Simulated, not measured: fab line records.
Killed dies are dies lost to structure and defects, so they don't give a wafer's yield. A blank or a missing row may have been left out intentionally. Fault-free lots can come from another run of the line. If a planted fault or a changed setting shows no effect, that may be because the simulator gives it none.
Comparing a struck lot with a sound one || flow berkeleyCmos170 || 20 steps out of a route of 331
Sound: wafers L550.3, L550.4, L550.6. Struck: wafers L540.1, L540.2, L540.5. Last of all comes the cause.
Per side, at each step with rows, come the tool, then ch with its chambers, and then its first start. Under that, the readings that differ: sound wafers || struck wafers || difference of the means || sigmas: that difference in standard deviations of wafers without a fault.
alike: readings with means less than 2 such deviations apart, plus words and numbers identical on both sides. not compared: withheld readings, readings lacking a value on some wafer, bounds such as >300 that could conceal the same value, and numbers that have no deviation in the record and whose values overlap.
A row with sigmas, a row that says differs or no value, or rows on one side alone: a step with any of these is where the two part. When numbers do not overlap yet have no deviation, they are printed without sigmas and do not part them. A reading that every wafer of one side lacks parts them only if that side has two wafers or more.

UCB170_PVT_TW_MEAS_09:
  sound: filmMetro-01 at day 11 03:28; struck: filmMetro-04 at day 9 10:22
  alike: PVT_TW
then, 1 step without rows for these wafers: UCB170_GATE_WET_ETCH_00 (etches SiO2 in dHF, time 200 s).
UCB170_FIELD_THK_MEAS_91:
  sound: filmMetro-04 at day 11 03:36; struck: filmMetro-02 at day 9 10:29
{"reading": "FIELD_OXIDE_LEFT_2_THK (nm)", "sound": "368 365 365", "struck": "343 346 341", "difference": -23, "sigmas": -2}
then, 1 step without rows for these wafers: UCB170_GATE_OXIDATION_01 (target thk 6.6 nm, ox time 1800 s).
UCB170_GATE_THK_MEAS_02:
  sound: filmMetro-04 at day 11 09:22; struck: filmMetro-01 at day 9 19:24
  alike: GATE_OXIDE_THK
then, 2 steps without rows for these wafers: UCB170_GATE_ANNEAL_03 (time 1800 s); UCB170_GATE_CVD_04 (deposits poly-Si from SiH4, time 1440 s, target thk 214 nm).
UCB170_GATE_THK_MEAS_05:
  sound: filmMetro-04 at day 11 15:36; struck: filmMetro-03 at day 10 03:41
  alike: GATE_POLY_THK
then, 4 steps without rows for these wafers: UCB170_GATE_COAT_06; UCB170_GATE_COAT_07 (resist thk 900 nm); UCB170_GATE_SOFTBAKE_08 (time 60 s); UCB170_GATE_EXPOSE_09 (exposes mask POLY, target cd 350 nm).
UCB170_GATE_PEB_10:
  sound on lithoTrack-04 ch 0, day 11 17:00; struck on lithoTrack-03 ch 0, day 10 05:05
{"reading": "heaterPowerTotalW (W)", "sound": "56.78 56.74 56.80", "struck": "54.06 54.12 54.07", "difference": -2.69, "sigmas": -56}
{"reading": "plateTempC (C)", "sound": "129.87 129.77 129.96", "struck": "125.23 125.23 125.27", "difference": -4.62, "sigmas": -36}
then, 1 step without rows for these wafers: UCB170_GATE_DEVELOP_11 (develop time 45 s).
UCB170_GATE_CD_MEAS_12: target cd 350 nm.
  sound: cdSem-02 at day 11 18:22; struck: cdSem-02 at day 10 05:22
{"reading": "cdNm (nm)", "sound": "349.5 349.1 349.4", "struck": "379.5 380.7 380.4", "difference": "+30.9", "sigmas": "+22"}
UCB170_GATE_OVL_MEAS_13:
  sound: overlay-01 at day 11 18:27; struck: overlay-01 at day 10 05:29
  alike: GATE_OVL
UCB170_GATE_ETCH_14: etches BARC in N2/H2.
  sound on rieDiel-03 ch 1,2,3, day 11 18:29; struck on rieDiel-01 ch 0,1,2, day 10 05:31
  alike: drypumpMotorCurrentA, n2FlowSccm, oesProductAu, throttleValvePct
UCB170_GATE_ETCH_15: etches poly-Si in HBr/Cl2, stops on SiO2, time 56.3 s, target depth 278.2 nm.
  sound on rieSi-01 ch 1,2,3, day 11 18:31; struck on rieSi-01 ch 0,1,2, day 10 05:34
{"reading": "model.GATE.cdNm (nm)", "sound": "349 349.3 349.5", "struck": "380.2 381.1 380.6", "difference": "+31.4", "sigmas": ""}
  alike: drypumpMotorCurrentA, oesProductAu, throttleValvePct
  not compared: rfHoursCounterH
UCB170_GATE_STRIP_16: strips in O2.
  sound on plasmaAsher-01 ch 0,1, day 11 18:36; struck on plasmaAsher-03 ch 0,1, day 10 05:36
  alike: drypumpMotorCurrentA, oesProductAu
  not compared: rfHoursCounterH
UCB170_M3_PROBE_99:
  only the struck wafers here have rows in the record (prober-02, day 12 00:37); the sound ones have none

== WHERE THEY PART ==
Last at UCB170_M3_PROBE_99 as far as this record goes, first at UCB170_FIELD_THK_MEAS_91.

WHY: what had been put in by the simulator
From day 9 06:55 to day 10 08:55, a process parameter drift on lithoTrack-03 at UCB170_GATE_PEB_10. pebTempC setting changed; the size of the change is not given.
